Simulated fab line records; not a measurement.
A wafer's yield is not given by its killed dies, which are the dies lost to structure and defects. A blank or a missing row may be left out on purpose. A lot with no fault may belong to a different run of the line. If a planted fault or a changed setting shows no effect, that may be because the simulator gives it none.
Which tool was responsible? || flow rit cmos || Sampling: 13 lots, 39 wafers, 5 of 202 route steps

WHAT THE GAUGES READ, wafer by wafer
RIT_FOX2_THK_MEAS_01. Usual: FOX2_OXIDE_THK 348 nm, standard deviation 6.5.
{"lot": "L457", "measured": "day 2 04:28", "on": "film metro-01", "FOX2_OXIDE_THK (nm)": "346 346 342", "flag": ""}
{"lot": "L458", "measured": "day 2 08:13", "on": "film metro-02", "FOX2_OXIDE_THK (nm)": "360 354 354", "flag": ""}
{"lot": "L459", "measured": "day 2 08:18", "on": "film metro-02", "FOX2_OXIDE_THK (nm)": "356 357 354", "flag": ""}
{"lot": "L460", "measured": "day 2 16:33", "on": "film metro-03", "FOX2_OXIDE_THK (nm)": "361 362 363", "flag": ""}
{"lot": "L463", "measured": "day 3 01:58", "on": "film metro-01", "FOX2_OXIDE_THK (nm)": "344 338 348", "flag": ""}
{"lot": "L464", "measured": "day 3 07:38", "on": "film metro-02", "FOX2_OXIDE_THK (nm)": "353 352 343", "flag": ""}
{"lot": "L466", "measured": "day 3 22:44", "on": "film metro-02", "FOX2_OXIDE_THK (nm)": "350 350 350", "flag": ""}
{"lot": "L467", "measured": "day 4 01:22", "on": "film metro-03", "FOX2_OXIDE_THK (nm)": "334 336 340", "flag": ""}
{"lot": "L468", "measured": "day 4 04:07", "on": "film metro-02", "FOX2_OXIDE_THK (nm)": "338 345 345", "flag": ""}
{"lot": "L474", "measured": "day 5 08:41", "on": "film metro-01", "FOX2_OXIDE_THK (nm)": "354 356 353", "flag": ""}
{"lot": "L478", "measured": "day 6 06:00", "on": "film metro-02", "FOX2_OXIDE_THK (nm)": "347 351 348", "flag": ""}
{"lot": "L479", "measured": "day 6 10:32", "on": "film metro-03", "FOX2_OXIDE_THK (nm)": "345 343 346", "flag": ""}
{"lot": "L480", "measured": "day 6 14:52", "on": "film metro-03", "FOX2_OXIDE_THK (nm)": "348 347 342", "flag": ""}

RIT_PWELL_TW_MEAS_10. Usual: PWELL_TW 949, standard deviation 9.7.
{"lot": "L457", "measured": "day 2 08:42", "on": "film metro-03", "PWELL_TW": "951 951 962", "flag": ""}
{"lot": "L458", "measured": "day 2 12:12", "on": "film metro-04", "PWELL_TW": "927 934 938", "flag": ""}
{"lot": "L459", "measured": "day 2 12:35", "on": "film metro-03", "PWELL_TW": "953 946 949", "flag": ""}
{"lot": "L460", "measured": "day 2 20:56", "on": "film metro-03", "PWELL_TW": "949 946 948", "flag": ""}
{"lot": "L463", "measured": "day 3 06:16", "on": "film metro-03", "PWELL_TW": "943 948 943", "flag": ""}
{"lot": "L464", "measured": "day 3 11:42", "on": "film metro-02", "PWELL_TW": "958 951 954", "flag": ""}
{"lot": "L466", "measured": "day 4 03:11", "on": "film metro-02", "PWELL_TW": "959 957 954", "flag": ""}
{"lot": "L467", "measured": "day 4 05:39", "on": "film metro-02", "PWELL_TW": "961 959 958", "flag": ""}
{"lot": "L468", "measured": "day 4 08:30", "on": "film metro-02", "PWELL_TW": "962 964 965", "flag": ""}
{"lot": "L474", "measured": "day 5 12:40", "on": "film metro-04", "PWELL_TW": "934 936 936", "flag": ""}
{"lot": "L478", "measured": "day 6 10:13", "on": "film metro-02", "PWELL_TW": "960 964 960", "flag": ""}
{"lot": "L479", "measured": "day 6 15:32", "on": "film metro-03", "PWELL_TW": "950 947 951", "flag": ""}
{"lot": "L480", "measured": "day 6 19:04", "on": "film metro-02", "PWELL_TW": "956 956 956", "flag": ""}

RIT_GATE_THK_MEAS_09. Usual: GATE_POLY_THK 249.8 nm, standard deviation 2.3.
{"lot": "L457", "measured": "day 2 22:21", "on": "film metro-01", "GATE_POLY_THK (nm)": "250.7 253.6 251.5", "flag": ""}
{"lot": "L458", "measured": "day 3 04:04", "on": "film metro-01", "GATE_POLY_THK (nm)": "247.2 247.7 247.5", "flag": ""}
{"lot": "L459", "measured": "day 3 04:01", "on": "film metro-01", "GATE_POLY_THK (nm)": "247.9 248.0 249.4", "flag": ""}
{"lot": "L460", "measured": "day 3 11:16", "on": "film metro-02", "GATE_POLY_THK (nm)": "252.0 249.3 250.3", "flag": ""}
{"lot": "L463", "measured": "day 3 23:31", "on": "film metro-01", "GATE_POLY_THK (nm)": "252.2 250.1 249.5", "flag": ""}
{"lot": "L464", "measured": "day 4 04:44", "on": "film metro-01", "GATE_POLY_THK (nm)": "193.7 192.3 192.1", "flag": "OFF"}
{"lot": "L466", "measured": "day 4 18:50", "on": "film metro-02", "GATE_POLY_THK (nm)": "194.4 194.7 195.9", "flag": "OFF"}
{"lot": "L467", "measured": "day 4 18:50", "on": "film metro-03", "GATE_POLY_THK (nm)": "194.9 194.7 194.1", "flag": "OFF"}
{"lot": "L468", "measured": "day 4 22:17", "on": "film metro-02", "GATE_POLY_THK (nm)": "248.6 250.6 250.7", "flag": ""}
{"lot": "L474", "measured": "day 6 01:54", "on": "film metro-01", "GATE_POLY_THK (nm)": "254.2 254.5 255.0", "flag": ""}
{"lot": "L478", "measured": "day 7 00:28", "on": "film metro-02", "GATE_POLY_THK (nm)": "249.7 250.3 250.5", "flag": ""}
{"lot": "L479", "measured": "day 7 06:52", "on": "film metro-02", "GATE_POLY_THK (nm)": "250.3 248.9 248.1", "flag": ""}
{"lot": "L480", "measured": "day 7 10:11", "on": "film metro-02", "GATE_POLY_THK (nm)": "249.8 252.8 249.9", "flag": ""}

WHAT TOOL EACH LOT RAN ON (gives the tool, then ch and the chambers of the sampled wafers, and finally the start)
{"lot": "L457", "RIT_NWELL_STRIP_09": "plasma asher-01 ch 0,1, day 2 06:51", "RIT_GATE_CVD_08": "lpcvd-01 ch 1, day 2 20:44"}
{"lot": "L458", "RIT_NWELL_STRIP_09": "plasma asher-02 ch 0,1, day 2 10:28", "RIT_GATE_CVD_08": "lpcvd-02 ch 0, day 3 02:23"}
{"lot": "L459", "RIT_NWELL_STRIP_09": "plasma asher-03 ch 0,1, day 2 10:46", "RIT_GATE_CVD_08": "lpcvd-02 ch 1, day 3 02:23"}
{"lot": "L460", "RIT_NWELL_STRIP_09": "plasma asher-01 ch 0,1, day 2 18:56", "RIT_GATE_CVD_08": "lpcvd-01 ch 0, day 3 09:39"}
{"lot": "L463", "RIT_NWELL_STRIP_09": "plasma asher-02 ch 0,1, day 3 04:13", "RIT_GATE_CVD_08": "lpcvd-01 ch 1, day 3 21:54"}
{"lot": "L464", "RIT_NWELL_STRIP_09": "plasma asher-03 ch 0,1, day 3 09:56", "RIT_GATE_CVD_08": "lpcvd-02 ch 1, day 4 02:18"}
{"lot": "L466", "RIT_NWELL_STRIP_09": "plasma asher-02 ch 0,1, day 4 01:18", "RIT_GATE_CVD_08": "lpcvd-02 ch 0, day 4 17:13"}
{"lot": "L467", "RIT_NWELL_STRIP_09": "plasma asher-02 ch 0,1, day 4 03:46", "RIT_GATE_CVD_08": "lpcvd-02 ch 0, day 4 17:13"}
{"lot": "L468", "RIT_NWELL_STRIP_09": "plasma asher-01 ch 0,1, day 4 06:38", "RIT_GATE_CVD_08": "lpcvd-01 ch 0, day 4 20:40"}
{"lot": "L474", "RIT_NWELL_STRIP_09": "plasma asher-02 ch 0,1, day 5 10:58", "RIT_GATE_CVD_08": "lpcvd-01 ch 0, day 6 00:15"}
{"lot": "L478", "RIT_NWELL_STRIP_09": "plasma asher-02 ch 0,1, day 6 08:17", "RIT_GATE_CVD_08": "lpcvd-01 ch 0, day 6 22:01"}
{"lot": "L479", "RIT_NWELL_STRIP_09": "plasma asher-02 ch 1, day 6 13:37", "RIT_GATE_CVD_08": "lpcvd-01 ch 0, day 7 05:14"}
{"lot": "L480", "RIT_NWELL_STRIP_09": "plasma asher-01 ch 0,1, day 6 17:20", "RIT_GATE_CVD_08": "lpcvd-01 ch 0, day 7 08:35"}
- RIT_NWELL_STRIP_09: strips in O2, time 180 s.
- RIT_GATE_CVD_08: deposits poly-Si from SiH4, target thk 250 nm, time 2220 s.

AS READ BY THE TOOLS THEMSELVES (means over the sampled wafers that have a number; for cases with no such wafer, the mark the record gives instead)
RIT_NWELL_STRIP_09. Usual: drypump motor current A at 5.6 A, with a standard deviation of 0.35.
{"lot": "L457", "tool": "plasma asher-01", "drypump motor current A (A)": 5.4, "flag": ""}
{"lot": "L458", "tool": "plasma asher-02", "drypump motor current A (A)": 5.6, "flag": ""}
{"lot": "L459", "tool": "plasma asher-03", "drypump motor current A (A)": 6.2, "flag": ""}
{"lot": "L460", "tool": "plasma asher-01", "drypump motor current A (A)": 5.2, "flag": ""}
{"lot": "L463", "tool": "plasma asher-02", "drypump motor current A (A)": 5.5, "flag": ""}
{"lot": "L464", "tool": "plasma asher-03", "drypump motor current A (A)": 6.4, "flag": ""}
{"lot": "L466", "tool": "plasma asher-02", "drypump motor current A (A)": 5.5, "flag": ""}
{"lot": "L467", "tool": "plasma asher-02", "drypump motor current A (A)": 5.5, "flag": ""}
{"lot": "L468", "tool": "plasma asher-01", "drypump motor current A (A)": 5.4, "flag": ""}
{"lot": "L474", "tool": "plasma asher-02", "drypump motor current A (A)": 5.5, "flag": ""}
{"lot": "L478", "tool": "plasma asher-02", "drypump motor current A (A)": 5.5, "flag": ""}
{"lot": "L479", "tool": "plasma asher-02", "drypump motor current A (A)": 5.5, "flag": ""}
{"lot": "L480", "tool": "plasma asher-01", "drypump motor current A (A)": 5.3, "flag": ""}

RIT_GATE_CVD_08. Usual: spike tc centre C 612.0 C, standard deviation 1.6; spike tc load C 633.8 C, standard deviation 1.6; spike tc source C 632.0 C, standard deviation 2.2; zone power centre pct 30 %, standard deviation 3.7.
{"lot": "L457", "tool": "lpcvd-01", "spike tc centre C (C)": 613.4, "spike tc load C (C)": 635.6, "spike tc source C (C)": 630.9, "zone power centre pct (%)": 23, "flag": ""}
{"lot": "L458", "tool": "lpcvd-02", "spike tc centre C (C)": 613.6, "spike tc load C (C)": 633.1, "spike tc source C (C)": 632.9, "zone power centre pct (%)": 31, "flag": ""}
{"lot": "L459", "tool": "lpcvd-02", "spike tc centre C (C)": 611.7, "spike tc load C (C)": 633.8, "spike tc source C (C)": 635.0, "zone power centre pct (%)": 35, "flag": ""}
{"lot": "L460", "tool": "lpcvd-01", "spike tc centre C (C)": 611.5, "spike tc load C (C)": 633.5, "spike tc source C (C)": 630.6, "zone power centre pct (%)": 30, "flag": ""}
{"lot": "L463", "tool": "lpcvd-01", "spike tc centre C (C)": 613.7, "spike tc load C (C)": 636.6, "spike tc source C (C)": 631.7, "zone power centre pct (%)": 23, "flag": ""}
{"lot": "L464", "tool": "lpcvd-02", "spike tc centre C (C)": 600.6, "spike tc load C (C)": 622.2, "spike tc source C (C)": 623.5, "zone power centre pct (%)": 34, "flag": "OFF"}
{"lot": "L466", "tool": "lpcvd-02", "spike tc centre C (C)": 603.3, "spike tc load C (C)": 624.1, "spike tc source C (C)": 621.6, "zone power centre pct (%)": 30, "flag": "OFF"}
{"lot": "L467", "tool": "lpcvd-02", "spike tc centre C (C)": 603.9, "spike tc load C (C)": 624.2, "spike tc source C (C)": 620.9, "zone power centre pct (%)": 30, "flag": "OFF"}
{"lot": "L468", "tool": "lpcvd-01", "spike tc centre C (C)": 610.5, "spike tc load C (C)": 633.0, "spike tc source C (C)": 629.7, "zone power centre pct (%)": 30, "flag": ""}
{"lot": "L474", "tool": "lpcvd-01", "spike tc centre C (C)": 611.9, "spike tc load C (C)": 633.1, "spike tc source C (C)": 630.5, "zone power centre pct (%)": 30, "flag": ""}
{"lot": "L478", "tool": "lpcvd-01", "spike tc centre C (C)": 611.9, "spike tc load C (C)": 633.1, "spike tc source C (C)": 630.0, "zone power centre pct (%)": 30, "flag": ""}
{"lot": "L479", "tool": "lpcvd-01", "spike tc centre C (C)": 611.3, "spike tc load C (C)": 634.7, "spike tc source C (C)": 630.3, "zone power centre pct (%)": 30, "flag": ""}
{"lot": "L480", "tool": "lpcvd-01", "spike tc centre C (C)": 610.5, "spike tc load C (C)": 633.1, "spike tc source C (C)": 630.3, "zone power centre pct (%)": 30, "flag": ""}

THE ANSWER, worked out from the rows above alone
Rule: a lot is off if the mean of its wafers that have a number lies more than 3 standard deviations from the usual mean. A lot without any number at a reading at which 4 lots or more have one is off too. The other lots that the step has rows for count as sound. After the gauges, taken in route order, come the tools' own readings; for these a lot's mean is taken, as printed above. At the first step where some lot is off, the reading lying furthest off is the one used; lots without a number count as furthest.
Off: L464, L466, L467, at RIT_GATE_THK_MEAS_09 (GATE_POLY_THK).
If a tool, at a process step before that reading, ran all the lots that are off and no sound lot after the first of them, it fits. The gauges at RIT_GATE_THK_MEAS_09 aren't tried: what is off there is off at RIT_GATE_CVD_08 too, on other tools, and a gauge's error can't cause that. One fits: lpcvd-02 at RIT_GATE_CVD_08. A fault onset in the window from L458 (day 3 02:23, its last sound lot) to L464 (day 4 02:18, its first lot off) fits.
The tool's own readings at RIT_GATE_CVD_08 bear it out: on the lots that are off they differ by more than 5 times the standard deviation of the sound lots' means. spike tc centre C reads 602.6 C there against 612.0 C on the sound lots; spike tc load C reads 623.5 C there against 634.0 C on the sound lots; spike tc source C reads 622.0 C there against 631.2 C on the sound lots.

WHAT THE SIMULATOR HAD INSERTED
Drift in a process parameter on lpcvd-02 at RIT_GATE_CVD_08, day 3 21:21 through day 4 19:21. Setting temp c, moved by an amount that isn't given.
Struck lots among those shown: L464, L466, L467. The rule above reached the same finding.
